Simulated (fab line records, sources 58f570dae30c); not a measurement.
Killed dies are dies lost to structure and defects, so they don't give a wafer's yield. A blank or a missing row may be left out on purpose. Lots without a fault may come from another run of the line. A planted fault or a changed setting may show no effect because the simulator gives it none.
fab line records | flow berkeley_cmos170
record lots=5 wafers=23
route steps=331 shown PLDD@148 NLDD@161 SPACER@171 PSD@179 NSD@195 BACKSIDE@199 SDANNEAL@205 CONTACT@217 M1@242
start_h: hours from the record's first day to the start of the lot's first wafer shown | wait_h: hours since the lot's step before | " the same as in the row above | L1.1+2: a row that stands for several wafers | - no value, or no start given | * or withheld: withheld | < > ~ a bound
route shown NAME@n: a module of which the file shows steps, and the number in the route of the first | usual: mean/standard deviation of fault-free wafers | same: alike in all rows | chamber/n: place in a boat | sites: the reading at each site | _std_site: their standard deviation | _edge_site: outer sites' mean less inner sites' | radius_mm: how far each site lies from the wafer's centre | mask NAME#n: copy n | behind: the tool/chamber that last shaped the wafer | hold: why the lot was held/for how many hours/how that ended | device: the transistor (n, p or np) that didn't switch | end of line: the same wafers' tests at the end of the route | a step without rows: its recipe alone | killed: dies lost to structure and defects at the first sort, not the wafer's yield | map: a wafer's dies, x killed, . not, _ none there
set.NAME: the setting as run; set.NAME@STEP: as run at that earlier step | model.NAME: the simulator's own value behind a step, which no gauge read
lots whose settings were changed on purpose; a table a step, a row a wafer
## steps
# step UCB170_PLDD_EXPOSE_03
# recipe mask_id=PSELECT na=0.5 sigma_outer=0.6 source_shape=conventional target_cd_nm=1200 dose_mj=30
# columns lot.wafer tool chamber start_h wait_h mask set.dose_mj
L074.2+4+5 krf_scanner-02 0 155.97 0.3 PSELECT#0 30
L078.1+2+3+4+6 krf_scanner-02 0 176.26 0.2 PSELECT#0 30
L079.1+6 krf_scanner-01 0 176.81 0.2 PSELECT#0 28.2
L079.2+3+4 " 0 " " PSELECT#0 30
L082.1+4 krf_scanner-01 0 208.21 0.2 PSELECT#0 30
L082.3+5+6 " 0 " " PSELECT#0 27.91
L085.1+3+4 krf_scanner-02 0 208.97 0.4 PSELECT#0 30
L085.2+5 " 0 " " PSELECT#0 29.22
# step UCB170_PLDD_PEB_04
# recipe peb_temp_c=130 peb_time_s=withheld resist=KrF
# step UCB170_PLDD_DEVELOP_05
# recipe developer=TMAH develop_time_s=45 resist=KrF dev_temp_c=21
# step UCB170_PLDD_CD_MEAS_06
# recipe target_cd_nm=1200
# usual cd_nm=1201.0/1.5
# columns lot.wafer tool chamber start_h wait_h set.dose_mj@PLDD_EXPOSE_03 cd_nm
L074.2 cd_sem-01 - 156.36 - 30 1200.8
L074.4 " - " " 30 1200.0
L074.5 " - " " 30 1199.9
L078.1 cd_sem-02 - 177.08 - 30 1198.7
L078.2 " - " " 30 1200.9
L078.3 " - " " 30 1199.8
L078.4 " - " " 30 1201.1
L078.6 " - " " 30 1200.6
L079.1 cd_sem-01 - 177.20 - 28.2 1192.3
L079.2 " - " " 30 1202.3
L079.3 " - " " 30 1202.6
L079.4 " - " " 30 1202.1
L079.6 " - " " 28.2 1191.9
L082.1 cd_sem-01 - 208.64 - 30 1201.9
L082.3 " - " " 27.91 1188.5
L082.4 " - " " 30 1201.1
L082.5 " - " " 27.91 1187.4
L082.6 " - " " 27.91 1187.9
L085.1 cd_sem-02 - 209.52 - 30 1203.0
L085.2 " - " " 29.22 1199.1
L085.3 " - " " 30 1203.1
L085.4 " - " " 30 1203.4
L085.5 " - " " 29.22 1199.2
# step UCB170_NLDD_EXPOSE_03
# recipe mask_id=NSELECT na=0.5 sigma_outer=0.6 source_shape=conventional target_cd_nm=1200 dose_mj=30
# columns lot.wafer tool chamber start_h wait_h mask set.dose_mj
L074.2+4+5 krf_scanner-02 0 157.72 0.2 NSELECT#0 30
L078.1+2+4 krf_scanner-01 0 178.61 0.2 NSELECT#0 30
L078.3+6 " 0 " " NSELECT#0 31.09
L079.1+4 krf_scanner-02 0 178.90 0.2 NSELECT#0 30
L079.2+3+6 " 0 " " NSELECT#0 29.01
L082.1+3 krf_scanner-02 0 210.02 0.1 NSELECT#0 27.98
L082.4+5+6 " 0 " " NSELECT#0 30
L085.1+4 krf_scanner-02 0 211.20 0.2 NSELECT#0 30
L085.2+3+5 " 0 " " NSELECT#0 28.64
# step UCB170_NLDD_PEB_04
# recipe peb_temp_c=130 peb_time_s=withheld resist=KrF
# step UCB170_NLDD_DEVELOP_05
# recipe developer=TMAH develop_time_s=45 resist=KrF dev_temp_c=21
# step UCB170_NLDD_CD_MEAS_06
# recipe target_cd_nm=1200
# usual cd_nm=1200.1/1.2
# columns lot.wafer tool chamber start_h wait_h set.dose_mj@NLDD_EXPOSE_03 cd_nm
L074.2 cd_sem-02 - 158.12 - 30 1200.7
L074.4 " - " " 30 1199.9
L074.5 " - " " 30 1200.7
L078.1 cd_sem-01 - 179.21 - 30 1200.3
L078.2 " - " " 30 1200.7
L078.3 " - " " 31.09 1207.3
L078.4 " - " " 30 1200.4
L078.6 " - " " 31.09 1207.0
L079.1 cd_sem-02 - 179.77 - 30 1199.7
L079.2 " - " " 29.01 1193.2
L079.3 " - " " 29.01 1194.9
L079.4 " - " " 30 1200.4
L079.6 " - " " 29.01 1194.5
L082.1 cd_sem-01 - 210.74 - 27.98 1187.6
L082.3 " - " " 27.98 1186.3
L082.4 " - " " 30 1199.6
L082.5 " - " " 30 1199.7
L082.6 " - " " 30 1198.7
L085.1 cd_sem-02 - 211.59 - 30 1199.9
L085.2 " - " " 28.64 1192.3
L085.3 " - " " 28.64 1191.5
L085.4 " - " " 30 1199.6
L085.5 " - " " 28.64 1192.2
# step UCB170_SPACER_CVD_00
# recipe material=SiO2 target_thk_nm=376 temp_c=390 precursor=TEOS/O2 time_s=47 rf_w=550 pressure_mtorr=9000
# columns lot.wafer tool chamber start_h wait_h set.time_s model.SiO2_of_SPACER_CVD_00.thk_nm
L074.2 pecvd-01 1 158.89 0.0 47 370.2
L074.4 " 1 " " 47 376.3
L074.5 " 2 " " 47 380.3
L078.1 pecvd-03 1 180.12 0.0 44.24 349.8
L078.2 " 0 " " 47 367.4
L078.3 " 2 " " 47 374.3
L078.4 " 1 " " 47 381.8
L078.6 " 0 " " 44.24 353.5
L079.1 pecvd-02 0 180.57 0.0 47 376.3
L079.2 " 2 " " 51.98 415.2
L079.3 " 1 " " 47 377.2
L079.4 " 1 " " 47 380.9
L079.6 " 0 " " 51.98 422.6
L082.1 pecvd-01 2 214.03 0.0 45.11 357.7
L082.3 " 1 " " 47 366.4
L082.4 " 1 " " 45.11 356.7
L082.5 " 2 " " 47 378.5
L082.6 " 0 " " 45.11 362.5
L085.1 pecvd-01 2 214.07 0.0 47 381.1
L085.2 " 1 " " 47 376.5
L085.3 " 0 " " 47 375.4
L085.4 " 1 " " 47 384.1
L085.5 " 2 " " 47 383.2
# step UCB170_SPACER_THK_MEAS_01
# recipe reads=SiO2_of_SPACER_CVD_00
# usual SPACER_TEOS_THK=375/4.8
# columns lot.wafer tool chamber start_h wait_h set.time_s@SPACER_CVD_00 SPACER_TEOS_THK[nm]
L074.2 film_metro-03 - 158.94 0.0 47 370
L074.4 " - " " 47 376
L074.5 " - " " 47 380
L078.1 film_metro-03 - 180.16 0.0 44.24 350
L078.2 " - " " 47 368
L078.3 " - " " 47 375
L078.4 " - " " 47 382
L078.6 " - " " 44.24 354
L079.1 film_metro-03 - 180.61 0.0 47 377
L079.2 " - " " 51.98 415
L079.3 " - " " 47 377
L079.4 " - " " 47 381
L079.6 " - " " 51.98 423
L082.1 film_metro-01 - 214.07 0.0 45.11 358
L082.3 " - " " 47 367
L082.4 " - " " 45.11 357
L082.5 " - " " 47 378
L082.6 " - " " 45.11 363
L085.1 film_metro-01 - 214.13 0.0 47 381
L085.2 " - " " 47 376
L085.3 " - " " 47 375
L085.4 " - " " 47 384
L085.5 " - " " 47 383
# step UCB170_SPACER_ANNEAL_02
# recipe temp_c=902.5 time_s=1800 ambient=N2
# step UCB170_SPACER_ETCHBACK_03
# recipe stop_on=Si target=SiO2 chemistry=CHF3/CF4/Ar CHF3_flow_sccm=50 cf4_flow_sccm=10 Ar_flow_sccm=120 pressure_mtorr=200 rf_w=500 target_depth_a=3760 time_s=100
# columns lot.wafer tool chamber start_h wait_h set.time_s@SPACER_CVD_00 model.etch.depth_nm
L074.2 rie_diel-02 1 166.61 0.0 47 370.2
L074.4 " 3 " " 47 376.3
L074.5 " 3 " " 47 380.3
L078.1 rie_diel-01 2 187.88 0.0 44.24 349.8
L078.2 " 3 " " 47 367.4
L078.3 " 1 " " 47 374.3
L078.4 " 0 " " 47 381.8
L078.6 " 0 " " 44.24 353.5
L079.1 rie_diel-04 0 187.88 0.0 47 376.3
L079.2 " 1 " " 51.98 414.3
L079.3 " 2 " " 47 377.2
L079.4 " 3 " " 47 380.9
L079.6 " 1 " " 51.98 412.1
L082.1 rie_diel-01 1 218.56 0.0 45.11 357.7
L082.3 " 2 " " 47 366.4
L082.4 " 0 " " 45.11 356.7
L082.5 " 1 " " 47 378.5
L082.6 " 0 " " 45.11 362.5
L085.1 rie_diel-04 3 218.56 0.0 47 381.1
L085.2 " 2 " " 47 376.5
L085.3 " 1 " " 47 375.4
L085.4 " 0 " " 47 384.1
L085.5 " 2 " " 47 383.2
# step UCB170_PSD_PEB_04
# recipe peb_temp_c=130 peb_time_s=withheld resist=KrF
# columns lot.wafer tool chamber start_h wait_h set.peb_temp_c
L074.2+4+5 litho_track-01 0 168.02 0.3 130
L078.1+2+3+4+6 litho_track-04 0 189.50 0.5 130
L079.1+2+6 litho_track-01 0 189.56 0.4 133.2
L079.3+4 " 0 " " 130
L082.1+3+4+5+6 litho_track-04 0 219.32 0.1 130
L085.1+4+5 litho_track-02 0 219.47 0.1 127.2
L085.2+3 " 0 " " 130
# step UCB170_PSD_DEVELOP_05
# recipe developer=TMAH develop_time_s=45 resist=KrF dev_temp_c=21
# step UCB170_PSD_CD_MEAS_06
# recipe target_cd_nm=1200
# usual cd_nm=1200.1/1.6
# columns lot.wafer tool chamber start_h wait_h set.peb_temp_c@PSD_PEB_04 cd_nm
L074.2 cd_sem-02 - 168.29 - 130 1196.7
L074.4 " - " " 130 1198.1
L074.5 " - " " 130 1196.9
L078.1 cd_sem-01 - 189.77 - 130 1203.1
L078.2 " - " " 130 1201.9
L078.3 " - " " 130 1203.0
L078.4 " - " " 130 1201.7
L078.6 " - " " 130 1202.5
L079.1 cd_sem-01 - 189.89 - 133.2 1219.9
L079.2 " - " " 133.2 1220.6
L079.3 " - " " 130 1202.6
L079.4 " - " " 130 1202.4
L079.6 " - " " 133.2 1221.3
L082.1 cd_sem-02 - 219.59 - 130 1200.8
L082.3 " - " " 130 1198.3
L082.4 " - " " 130 1199.2
L082.5 " - " " 130 1200.1
L082.6 " - " " 130 1199.0
L085.1 cd_sem-01 - 219.75 - 127.2 1179.7
L085.2 " - " " 130 1201.1
L085.3 " - " " 130 1200.6
L085.4 " - " " 127.2 1180.7
L085.5 " - " " 127.2 1178.9
# step UCB170_NSD_IMPLANT_08
# recipe species=P dose_cm2=3e+15 energy_kev=40 tilt_deg=7
# columns lot.wafer tool chamber start_h wait_h set.energy_kev model.implant.rp_nm model.implant.drp_nm
L074.2+4+5 implanter-04 0 170.28 0.0 40 47.38 21.16
L078.1+3 implanter-02 0 191.55 0.0 40 47.09 21.16
L078.2+4+6 " 0 " " 39.02 45.95 20.71
L079.1+2+4 implanter-04 0 191.79 0.0 41.57 50.63 21.86
L079.3+6 " 0 " " 40 48.74 21.16
L085.1+2+3+4+5 implanter-02 0 222.58 0.0 40 47.24 21.16
L082.1+3+4+5+6 implanter-04 0 222.70 0.0 40 49 21.16
# step UCB170_NSD_STRIP_09
# recipe chemistry=O2 power_w=400 pressure_mtorr=3500 platen_temp_c=withheld o2_flow_sccm=400 overash_fraction=0.5
# usual strip_time_to_endpoint_s=35.80/0.071
# columns lot.wafer tool chamber start_h wait_h set.energy_kev@NSD_IMPLANT_08 strip_time_to_endpoint_s
L074.2 plasma_asher-04 0 170.41 0.1 40 35.82
L074.4 " 0 " " 40 35.86
L074.5 " 1 " " 40 35.83
L078.1 plasma_asher-04 0 191.70 0.1 40 35.74
L078.2 " 1 " " 39.02 35.39
L078.3 " 0 " " 40 35.69
L078.4 " 1 " " 39.02 35.35
L078.6 " 0 " " 39.02 35.42
L079.1 plasma_asher-02 0 191.94 0.1 41.57 36.38
L079.2 " 1 " " 41.57 36.45
L079.3 " 1 " " 40 35.88
L079.4 " 0 " " 41.57 36.43
L079.6 " 1 " " 40 35.84
L085.1 plasma_asher-01 0 222.73 0.1 40 35.98
L085.2 " 1 " " 40 35.87
L085.3 " 0 " " 40 35.91
L085.4 " 1 " " 40 35.87
L085.5 " 1 " " 40 35.99
L082.1 plasma_asher-02 1 222.85 0.1 40 35.70
L082.3 " 1 " " 40 35.79
L082.4 " 0 " " 40 35.71
L082.5 " 1 " " 40 35.79
L082.6 " 0 " " 40 35.78
# step UCB170_BACKSIDE_HMDS_00
# recipe prime_time_s=60 prime_temp_c=100
# columns lot.wafer tool chamber start_h wait_h set.prime_time_s
L074.2+4+5 litho_track-03 0 171.03 0.3 60
L078.1+2 litho_track-03 0 192.13 0.1 60
L078.3+4+6 " 0 " " 51.31
L079.1+2 litho_track-02 0 192.55 0.3 53.26
L079.3+4+6 " 0 " " 60
L085.1+5 litho_track-04 0 223.21 0.0 65.29
L085.2+3+4 " 0 " " 60
L082.1+4+5 litho_track-02 0 223.57 0.4 60
L082.3+6 " 0 " " 53.25
# step UCB170_BACKSIDE_COAT_01
# recipe resist=KrF spin_rpm=1500 resist_thk_nm=900
# step UCB170_BACKSIDE_SOFTBAKE_02
# recipe resist=KrF temp_c=130 time_s=60
# step UCB170_SDANNEAL_RTA_01
# recipe temp_c=1050 time_s=5 ambient=N2
# step UCB170_SDANNEAL_RS_MEAS_03
# recipe thk_meas_gauge=four-point-probe
# usual NSD_RS=37.32/0.13
# columns lot.wafer tool chamber start_h wait_h set.energy_kev@NSD_IMPLANT_08 NSD_RS[ohm/sq]
L074.2 film_metro-02 - 172.01 0.1 40 37.13
L074.4 " - " " 40 37.03
L074.5 " - " " 40 37.12
L078.1 film_metro-02 - 193.10 0.1 40 37.53
L078.2 " - " " 39.02 37.88
L078.3 " - " " 40 37.62
L078.4 " - " " 39.02 37.85
L078.6 " - " " 39.02 37.79
L079.1 film_metro-03 - 193.56 0.1 41.57 36.88
L079.2 " - " " 41.57 36.88
L079.3 " - " " 40 37.42
L079.4 " - " " 41.57 36.92
L079.6 " - " " 40 37.35
L085.1 film_metro-04 - 224.26 0.1 40 37.10
L085.2 " - " " 40 37.20
L085.3 " - " " 40 37.20
L085.4 " - " " 40 37.17
L085.5 " - " " 40 37.15
L082.1 film_metro-02 - 224.54 0.1 40 37.46
L082.3 " - " " 40 37.36
L082.4 " - " " 40 37.39
L082.5 " - " " 40 37.30
L082.6 " - " " 40 37.41
# step UCB170_CONTACT_CVD_01
# recipe material=PSG target_thk_nm=700 temp_c=450 precursor=SiH4/O2/PH3 time_s=2820 pressure_mtorr=300 sih4_flow_sccm=60 o2_flow_sccm=90 ph3_flow_sccm=25
# columns lot.wafer tool chamber start_h wait_h set.pressure_mtorr model.PSG_of_CONTACT_CVD_01.thk_nm
L074.2 lpcvd-02 1 174.05 1.1 300 700.5
L074.4 " 1 " " 300 703.3
L074.5 " 1 " " 300 702
L078.1 - - - 0.0 333 739.4
L078.2 " - " " 333 736.2
L078.3 " - " " 333 740.7
L078.4+6 " - " " 333 739.7
L079.1 - - - 0.0 274.3 651.5
L079.2 " - " " 274.3 659.7
L079.3 " - " " 274.3 656.9
L079.4 " - " " 274.3 655.6
L079.6 " - " " 274.3 657.5
L082.1 - - - 0.5 300 691
L082.3 " - " " 300 690.7
L082.4 " - " " 300 688.4
L082.5 " - " " 300 690.9
L082.6 " - " " 300 684.3
L085.1+3 - - - 0.8 314.4 698
L085.2 " - " " 314.4 703.9
L085.4 " - " " 314.4 701.5
L085.5 " - " " 314.4 700
# step UCB170_CONTACT_THK_MEAS_02
# recipe reads=PSG_of_CONTACT_CVD_01
# usual CONTACT_PSG_THK=697/7.1
# columns lot.wafer tool chamber start_h wait_h set.pressure_mtorr@CONTACT_CVD_01 CONTACT_PSG_THK[nm]
L074.2 film_metro-04 - 175.84 0.0 300 701
L074.4 " - " " 300 703
L074.5 " - " " 300 702
L078.1 film_metro-01 - - - 333 739
L078.2 " - " " 333 737
L078.3 " - " " 333 741
L078.4 " - " " 333 740
L078.6 " - " " 333 740
L079.1 film_metro-02 - - - 274.3 651
L079.2 " - " " 274.3 660
L079.3 " - " " 274.3 656
L079.4 " - " " 274.3 656
L079.6 " - " " 274.3 657
L085.1 film_metro-02 - - - 314.4 698
L085.2 " - " " 314.4 703
L085.3 " - " " 314.4 698
L085.4 " - " " 314.4 701
L085.5 " - " " 314.4 700
L082.1 film_metro-01 - - - 300 691
L082.3 " - " " 300 691
L082.4 " - " " 300 688
L082.5 " - " " 300 691
L082.6 " - " " 300 684
# step UCB170_CONTACT_COAT_10
# recipe resist=KrF spin_rpm=1500 resist_thk_nm=900
# columns lot.wafer tool chamber start_h wait_h set.resist_thk_nm model.KrF_of_CONTACT_COAT_10.thk_nm
L074.2 litho_track-01 0 - - 900 902.8
L074.4 " 0 " " 900 902.3
L074.5 " 0 " " 900 899.3
L078.1 litho_track-01 0 - - 900 905.2
L078.2 " 0 " " 858 861.4
L078.3 " 0 " " 858 860.1
L078.4 " 0 " " 900 901.8
L078.6 " 0 " " 858 859.4
L079.1 litho_track-03 0 - - 900 901.2
L079.2 " 0 " " 849.1 850
L079.3 " 0 " " 849.1 845.5
L079.4 " 0 " " 900 897.8
L079.6 " 0 " " 849.1 849.5
L085.1 litho_track-03 0 - - 865.5 865.3
L085.2 " 0 " " 865.5 867.5
L085.3 " 0 " " 900 900.2
L085.4 " 0 " " 900 899.3
L085.5 " 0 " " 865.5 863.4
L082.1 litho_track-01 0 - - 900 899.7
L082.3 " 0 " " 900 898.6
L082.4 " 0 " " 900 902.4
L082.5 " 0 " " 900 900.9
L082.6 " 0 " " 900 899.1
# step UCB170_M1_COAT_04
# recipe resist=KrF spin_rpm=1500 resist_thk_nm=900
# columns lot.wafer tool chamber start_h wait_h set.spin_rpm model.KrF_of_M1_COAT_04.thk_nm
L074.2 litho_track-01 0 - - 1500 902
L074.4 " 0 " " 1500 896.9
L074.5 " 0 " " 1500 900.8
L078.1 litho_track-02 0 - - 1427 920.7
L078.2 " 0 " " 1427 919.6
L078.3 " 0 " " 1500 899
L078.4 " 0 " " 1427 921.2
L078.6 " 0 " " 1500 897.4
L079.1 litho_track-01 0 - - 1416 930.1
L079.2 " 0 " " 1500 903
L079.3 " 0 " " 1500 902.6
L079.4 " 0 " " 1500 900.1
L079.6 " 0 " " 1416 928.7
L085.1 litho_track-02 0 - - 1500 897.7
L085.2 " 0 " " 1500 894
L085.3 " 0 " " 1500 896.8
L085.4 " 0 " " 1452 909.6
L085.5 " 0 " " 1452 909.2
L082.1 litho_track-04 0 - - 1500 903.1
L082.3 " 0 " " 1500 901
L082.4 " 0 " " 1500 902.4
L082.5 " 0 " " 1500 901.1
L082.6 " 0 " " 1500 902.3
# step UCB170_M1_METAL_ETCH_12
# recipe chemistry=Cl2/BCl3 target=Al stop_on=PSG pressure_mtorr=12 target_depth_a=7800 over_etch_frac=0.3 time_s=130 icp_w=600 bias_w=120 Cl2_flow_sccm=90 bcl3_flow_sccm=45
# columns lot.wafer tool chamber start_h wait_h set.pressure_mtorr set.spin_rpm@M1_COAT_04 model.KrF_of_M1_COAT_04.thk_nm
L074.2 rie_metal-02 0 180.76 - 12 1500 433.1
L074.4 " 1 " " 12 1500 423.8
L074.5 " 0 " " 12 1500 428.5
L078.1 rie_metal-01 0 199.54 - 12 1427 440.2
L078.2 " 1 " " 12 1427 448.5
L078.3 " 0 " " 12 1500 418.6
L078.4 " 1 " " 12 1427 453.8
L078.6 " 1 " " 12 1500 430.2
L079.1 rie_metal-02 0 200.19 - 12.62 1416 457.9
L079.2 " 1 " " 12.62 1500 425.7
L079.3 " 1 " " 12.62 1500 419.4
L079.4 " 0 " " 12.62 1500 420
L079.6 " 0 " " 12.62 1416 453.6
L085.1 rie_metal-02 0 232.13 - 12.67 1500 429.8
L085.2 " 1 " " 12.67 1500 424.7
L085.3 " 0 " " 12.67 1500 429.5
L085.4 " 1 " " 12.67 1452 436.5
L085.5 " 0 " " 12.67 1452 443
L082.1+4 rie_metal-03 0 232.28 - 11.27 1500 450.8
L082.3 " 1 " " 11.27 1500 450.7
L082.5 " 0 " " 11.27 1500 452.5
L082.6 " 1 " " 11.27 1500 448.3
## key
split step=UCB170_PLDD_EXPOSE_03 setting=dose_mj stated=30 by=wafer
response step=UCB170_PLDD_CD_MEAS_06 reading=cd_nm change=+1.82 per=1% r=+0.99
split step=UCB170_NLDD_EXPOSE_03 setting=dose_mj stated=30 by=wafer
response step=UCB170_NLDD_CD_MEAS_06 reading=cd_nm change=+1.8 per=1% r=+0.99
split step=UCB170_SPACER_CVD_00 setting=time_s stated=47 by=wafer
response step=UCB170_SPACER_CVD_00 reading=model.SiO2_of_SPACER_CVD_00.thk_nm change=+3.81 per=1% r=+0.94
response step=UCB170_SPACER_THK_MEAS_01 reading=SPACER_TEOS_THK change=+3.8 per=1% r=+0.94
response step=UCB170_SPACER_ETCHBACK_03 reading=model.etch.depth_nm change=+3.43 per=1% r=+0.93
split step=UCB170_PSD_PEB_04 setting=peb_temp_c stated=130 by=wafer
response step=UCB170_PSD_CD_MEAS_06 reading=cd_nm change=+8.42 per=1% r=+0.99
split step=UCB170_NSD_IMPLANT_08 setting=energy_kev stated=40 by=wafer
response step=UCB170_NSD_IMPLANT_08 reading=model.implant.rp_nm change=+0.475 per=1% r=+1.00
response step=UCB170_NSD_IMPLANT_08 reading=model.implant.drp_nm change=+0.179 per=1% r=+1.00
response step=UCB170_NSD_STRIP_09 reading=strip_time_to_endpoint_s change=* per=1% r=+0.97
response step=UCB170_SDANNEAL_RS_MEAS_03 reading=NSD_RS change=-0.122 per=1% r=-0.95
split step=UCB170_BACKSIDE_HMDS_00 setting=prime_time_s stated=60 by=wafer
response none clear
split step=UCB170_CONTACT_CVD_01 setting=pressure_mtorr stated=300 by=lot
response step=UCB170_CONTACT_CVD_01 reading=model.PSG_of_CONTACT_CVD_01.thk_nm change=+4.02 per=1% r=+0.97
response step=UCB170_CONTACT_THK_MEAS_02 reading=CONTACT_PSG_THK change=+4.03 per=1% r=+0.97
split step=UCB170_CONTACT_COAT_10 setting=resist_thk_nm stated=900 by=wafer
response step=UCB170_CONTACT_COAT_10 reading=model.KrF_of_CONTACT_COAT_10.thk_nm change=+9.09 per=1% r=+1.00
split step=UCB170_M1_COAT_04 setting=spin_rpm stated=1500 by=wafer
response step=UCB170_M1_COAT_04 reading=model.KrF_of_M1_COAT_04.thk_nm change=-4.67 per=1% r=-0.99
response step=UCB170_M1_METAL_ETCH_12 reading=model.KrF_of_M1_COAT_04.thk_nm change=-5.22 per=1% r=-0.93
split step=UCB170_M1_METAL_ETCH_12 setting=pressure_mtorr stated=12 by=lot
response none clear
